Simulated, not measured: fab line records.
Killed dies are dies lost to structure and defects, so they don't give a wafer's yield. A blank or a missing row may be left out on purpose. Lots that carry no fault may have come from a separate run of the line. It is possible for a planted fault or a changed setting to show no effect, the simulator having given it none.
Comparing a struck lot with a sound one | flow ritCmos | 17 out of 202 route steps
Sound: the wafers L634.1, L634.2, L634.4. Struck: wafer L647.2 (L647.3, L647.4, from the same lot, were not struck and are left out); the cause is given at the end.
For every step that has rows: the tool of each side, followed by ch and its chambers, followed by its first start. Under that, the readings that differ: sound wafers | struck wafers | difference of the means | sigmas: that difference in standard deviations of wafers without a fault.
alike: readings whose means differ by less than 2 such deviations, and words and numbers that are the same on both sides. not compared: withheld readings, readings that some wafer has no value for, bounds like >300 that may hide the same value, and numbers for which the record gives no deviation and whose values overlap.
A row with sigmas, a row that says differs or no value, or rows on one side alone: a step with any of these is where the two part. Non-overlapping numbers with no deviation appear without sigmas and do not part them. A reading missing from all wafers of one side parts the sides only when that side holds two or more wafers.

first, 1 step without rows for these wafers: RIT_PSD_IMPLANT_08.
RIT_PSD_STRIP_09: strips in O2, time 180 s.
  sound on plasmaAsher-04 ch 0,1, day 3 07:11; struck on plasmaAsher-01 ch 0, day 5 22:58
  alike: drypumpMotorCurrentA
  not compared: rfHoursCounterH
RIT_PSD_TW_MEAS_10:
  struck on filmMetro-03, day 5 23:09; sound on filmMetro-04, day 3 07:22
  alike: PSD_TW
then, 3 steps without rows for these wafers: RIT_SDANNEAL_CLEAN_00 (cleans in SC1, time 600 s); RIT_SDANNEAL_CLEAN_01 (cleans in dHF, time 30 s); RIT_SDANNEAL_CLEAN_02 (cleans in SC2, time 600 s).
RIT_SDANNEAL_RTA_03: time 5 s.
  sound on rtpAnneal-02 ch 0, day 3 07:47; struck on rtpAnneal-01 ch 0, day 5 23:34
  alike: wafer_temp_C_max
RIT_SDANNEAL_RS_MEAS_04: the measuring method here is four-point-probe.
  struck on filmMetro-04, day 5 23:38; sound on filmMetro-02, day 3 07:51
  alike: PSD_RS
RIT_SDANNEAL_RS_MEAS_05: the measuring method here is four-point-probe.
  struck on filmMetro-04, day 5 23:46; sound on filmMetro-02, day 3 07:58
  alike: NSD_RS
RIT_SDANNEAL_RS_MEAS_06: the measuring method here is four-point-probe.
  struck on filmMetro-04, day 5 23:53; sound on filmMetro-02, day 3 08:05
  alike: PLDD_RS
RIT_SDANNEAL_RS_MEAS_07: the measuring method here is four-point-probe.
  struck on filmMetro-04, day 6 00:00; sound on filmMetro-02, day 3 08:13
  alike: NLDD_RS
then, 1 step without rows for these wafers: RIT_SILICIDE_WET_ETCH_00 (etches SiO2 in BOE, target depth 14 nm, time 15 s).
RIT_SILICIDE_SPUTTER_01: material Ti, target thk 30 nm, time 240 s.
  struck on pvdSputter-02, day 6 00:07; sound on pvdSputter-02, day 3 08:20
reading                                    | sound             | struck | difference | sigmas
model.Ti_of_SILICIDE_SPUTTER_01.thkNm (nm) | 30.51 29.76 29.94 | 44.09  | +14.02     | 
  alike: throttleValvePct
RIT_SILICIDE_RS_MEAS_02: the measuring method here is four-point-probe.
  struck on filmMetro-02, day 6 00:17; sound on filmMetro-03, day 3 08:29
reading                 | sound          | struck | difference | sigmas
SILICIDE_TI_RS (ohm/sq) | 46.8 48.4 48.0 | 29.9   | -17.8      | -19
RIT_SILICIDE_THK_MEAS_03: measures by xrf.
  struck on filmMetro-02, day 6 00:23; sound on filmMetro-03, day 3 08:37
reading              | sound          | struck | difference | sigmas
SILICIDE_TI_THK (nm) | 30.5 29.7 29.9 | 44.0   | +14.0      | +29
RIT_SILICIDE_RTA_04: time 10 s, ramp up 5 s, ramp down 5 s.
  sound on rtpAnneal-01 ch 0, day 3 08:40; struck on rtpAnneal-02 ch 0, day 6 00:28
reading          | sound             | struck | difference | sigmas
wafer_temp_C_max | 651.3 652.4 651.5 | 654.2  | +2.5       | +2
RIT_M1_PROBE_99:
  struck on prober-01, day 6 07:03; sound on prober-01, day 3 15:16
reading                             | sound               | struck | difference | sigmas
model.etest.contactPplus.endOhmUm   | 44.81 44.18 43.86   | 62.59  | +18.31     | 
model.etest.npolyLine.lineOhmUm     | 160.3 161.1 159.6   | 148.8  | -11.5      | 
model.etest.contactNplus.endOhmUm   | 42.4 42.21 40.8     | 61.39  | +19.59     | 
model.etest.ppolyLine.lineOhmUm     | 154.8 155.9 152.5   | 142.4  | -12.0      | 
model.etest.ppolyLine.widthNm (nm)  | 104.6 106 106.4     | 92.48  | -13.19     | 
model.etest.npolyLine.widthNm (nm)  | 103.2 105.6 105.5   | 91.85  | -12.92     | 
model.etest.pmos_0p15.gateLog10ACm2 | -6.504 -6.433 -6.18 | -2.796 | +3.576     | 
model.etest.nmosNarrow.offLog10AUm  | -13.25 -13.29 -13.2 | -9.795 | +3.452     | 
  alike: killed_at_M0_to_M3, killedAtContacts, killedAtFrontEnd, killedDies, killedOnRim, killedOpen, killedShort

WHERE THEY PART
Last at RIT_SILICIDE_RTA_04 as far as this record goes, first at RIT_SILICIDE_RS_MEAS_02. Later steps at which nothing parts them and some readings are alike: RIT_M1_PROBE_99.

WHY: the cause the simulator had injected
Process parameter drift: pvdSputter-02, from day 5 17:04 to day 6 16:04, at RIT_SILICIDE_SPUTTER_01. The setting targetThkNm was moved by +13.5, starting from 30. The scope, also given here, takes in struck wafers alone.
